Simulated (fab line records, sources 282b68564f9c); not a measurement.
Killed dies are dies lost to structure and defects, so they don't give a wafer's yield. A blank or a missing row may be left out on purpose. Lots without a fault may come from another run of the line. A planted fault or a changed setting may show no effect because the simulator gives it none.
fab line records | flow rit_cmos
record lots=14 wafers=42 last_day=7
route steps=202 shown GATE@81 M1@202
lots that met no fault: from a run of the same line without faults
start_h: hours from the record's first day to the start of the lot's first wafer shown | wait_h: hours since the lot's step before | " the same as in the row above | L1.1+2: a row that stands for several wafers | - no value, or no start given | * or withheld: withheld | < > ~ a bound
route shown NAME@n: a module of which the file shows steps, and the number in the route of the first | usual: mean/standard deviation of fault-free wafers | same: alike in all rows | chamber/n: place in a boat | sites: the reading at each site | _std_site: their standard deviation | _edge_site: outer sites' mean less inner sites' | radius_mm: how far each site lies from the wafer's centre | mask NAME#n: copy n | behind: the tool/chamber that last shaped the wafer | hold: why the lot was held/for how many hours/how that ended | device: the transistor (n, p or np) that didn't switch | end of line: the same wafers' tests at the end of the route | a step without rows: its recipe alone | killed: dies lost to structure and defects at the first sort, not the wafer's yield | map: a wafer's dies, x killed, . not, _ none there
set.NAME: the setting as run; set.NAME@STEP: as run at that earlier step | model.NAME: the simulator's own value behind a step, which no gauge read
steps of the route over a sample of lots; a table a step, a row a wafer
services: from which hour (start_h, from the record's first day; less than 0 if before it) a tool's chamber was out of use, for how many hours, and why
## steps
# step RIT_GATE_OXIDATION_05
# recipe temp_c=900 ambient=O2 target_thk_a=30 ox_time_s=270
# usual ox_time_s=270/0
# columns lot.wafer tool chamber start_h wait_h ox_time_s
L664.3 furnace-03 0 34.60 2.2 270
L664.4 " 0 " " 270
L664.5 " 0 " " 270
L665.1 furnace-04 0 37.46 0.1 270
L665.5 " 0 " " 270
L665.6 " 0 " " 270
L666.1 furnace-01 0 43.88 0.7 270
L666.5 " 0 " " 270
L666.6 " 0 " " 270
L667.1 furnace-03 0 47.91 0.1 270
L667.2 " 0 " " 270
L667.3 " 0 " " 270
L668.1 furnace-01 0 54.33 0.6 270
L668.2 " 0 " " 270
L668.5 " 0 " " 270
L669.2 furnace-04 0 58.38 0.0 270
L669.5 " 0 " " 270
L669.6 " 0 " " 270
L670.2 furnace-04 0 62.05 0.3 270
L670.3 " 0 " " 270
L670.6 " 0 " " 270
L671.3 furnace-01 0 68.32 0.9 270
L671.5 " 0 " " 270
L671.6 " 0 " " 270
L673.3 furnace-01 0 78.34 0.1 270
L673.4 " 0 " " 270
L673.6 " 0 " " 270
L677.3 furnace-01 0 97.40 0.0 513
L677.5 " 0 " " 513
L677.6 " 0 " " 513
L680.2 furnace-03 0 112.69 0.0 270
L680.4 " 0 " " 270
L680.5 " 0 " " 270
L681.3 furnace-01 0 117.66 0.0 513
L681.5 " 0 " " 513
L681.6 " 0 " " 513
L683.2 furnace-03 0 127.05 0.3 270
L683.5 " 0 " " 270
L683.6 " 0 " " 270
L685.1 furnace-04 0 137.46 0.1 270
L685.3 " 0 " " 270
L685.5 " 0 " " 270
# step RIT_GATE_THK_MEAS_07
# recipe reads=SiO2_of_GATE_OXIDATION_05
# usual GATE_OXIDE_THK=3.01/0.071
# columns lot.wafer tool chamber start_h wait_h GATE_OXIDE_THK[nm]
L664.3 film_metro-01 - 37.15 0.0 3.04
L664.4 " - " " 2.97
L664.5 " - " " 3.02
L665.1 film_metro-01 - 38.79 0.0 3.02
L665.5 " - " " 2.96
L665.6 " - " " 3.06
L666.1 film_metro-03 - 45.20 0.0 2.98
L666.5 " - " " 2.96
L666.6 " - " " 2.98
L667.1 film_metro-04 - 49.24 0.0 3.08
L667.2 " - " " 3.03
L667.3 " - " " 3.04
L668.1 film_metro-03 - 55.90 0.0 2.96
L668.2 " - " " 3.00
L668.5 " - " " 2.93
L669.2 film_metro-03 - 59.71 0.0 3.05
L669.5 " - " " 3.02
L669.6 " - " " 3.01
L670.2 film_metro-03 - 63.39 0.0 3.11
L670.3 " - " " 3.09
L670.6 " - " " 3.05
L671.3 film_metro-03 - 69.66 0.0 3.00
L671.5 " - " " 2.86
L671.6 " - " " 2.92
L673.3 film_metro-04 - 79.69 0.0 2.88
L673.4 " - " " 2.93
L673.6 " - " " 2.76
L677.3 film_metro-04 - 98.75 0.0 4.96
L677.5 " - " " 4.94
L677.6 " - " " 4.92
L680.2 film_metro-03 - 114.03 0.0 3.07
L680.4 " - " " 3.09
L680.5 " - " " 3.07
L681.3 film_metro-04 - 119.00 0.0 4.87
L681.5 " - " " 4.85
L681.6 " - " " 4.89
L683.2 film_metro-01 - 128.39 0.0 3.12
L683.5 " - " " 2.99
L683.6 " - " " 2.98
L685.1 film_metro-04 - 138.78 0.0 2.92
L685.3 " - " " 2.91
L685.5 " - " " 2.92
# step RIT_M1_PROBE_99
# usual killed_at_M0_to_M3=0.0/0.14 killed_at_front_end=6.5/3 killed_dies=6.6/3 killed_open=3.4/2.2 killed_short=3.3/1.7
# same gross_dies=264 killed_at_M4_up=0 killed_at_back_side=0 killed_at_contacts=0 killed_at_other=0
# columns lot.wafer tool chamber start_h wait_h killed_at_M0_to_M3 killed_at_front_end killed_dies killed_open killed_short
L683.2 prober-02 - 153.40 0.1 0 8 8 7 1
L683.5 prober-02 - 153.55 0.2 0 9 9 4 5
L683.6 prober-02 - 153.60 0.2 0 6 6 4 2
# killed by level:class
L683.2 SILICIDE:geometric_particle:open=4 FOX1:geometric_particle:open=1 FOX2:geometric_particle:open=1 GATE:geometric_particle:short=1 GATE:geometric_particle:open=1
L683.5 SPACER:geometric_particle:open=3 FOX1:geometric_particle:short=1 FOX2:geometric_particle:open=1 GATE:geometric_particle:short=1 REOX:geometric_particle:short=1 SPACER:geometric_particle:short=1 SILICIDE:geometric_particle:short=1
L683.6 FOX2:geometric_particle:open=2 FOX2:geometric_particle:short=1 GATE:geometric_particle:short=1 GATE:geometric_particle:open=1 REOX:geometric_particle:open=1
## services
# columns tool chamber start_h hours kind
furnace-01 - 20.91 3.9 pm
furnace-03 - 98.52 3.2 pm
furnace-03 - 101.69 3.0 pm
## key
first_sign step=RIT_GATE_OXIDATION_05 reading=ox_time_s direction=up sigmas=99+ usual=* struck=*
effect step=RIT_GATE_THK_MEAS_07 reading=GATE_OXIDE_THK direction=up sigmas=27 usual=3.01 struck=4.90
met_at RIT_GATE_OXIDATION_05
struck_lots L677,L681
tester_left_out L677,L681
onset_between 78.34 97.40
fault kind=process_parameter_drift tool=furnace-01 chamber=- onset_h=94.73 steps=RIT_GATE_OXIDATION_05 channel=ox_time_s offset=* shape=step end_h=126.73 acts_in=* stated=*
# tester_left_out: of these lots the tester's yield and bins aren't shown, on N5 and GAA mostly nor the transistor test; their killed dies are dies lost to structure and defects alone, not to doping, threshold or leakage, so they don't give the yield
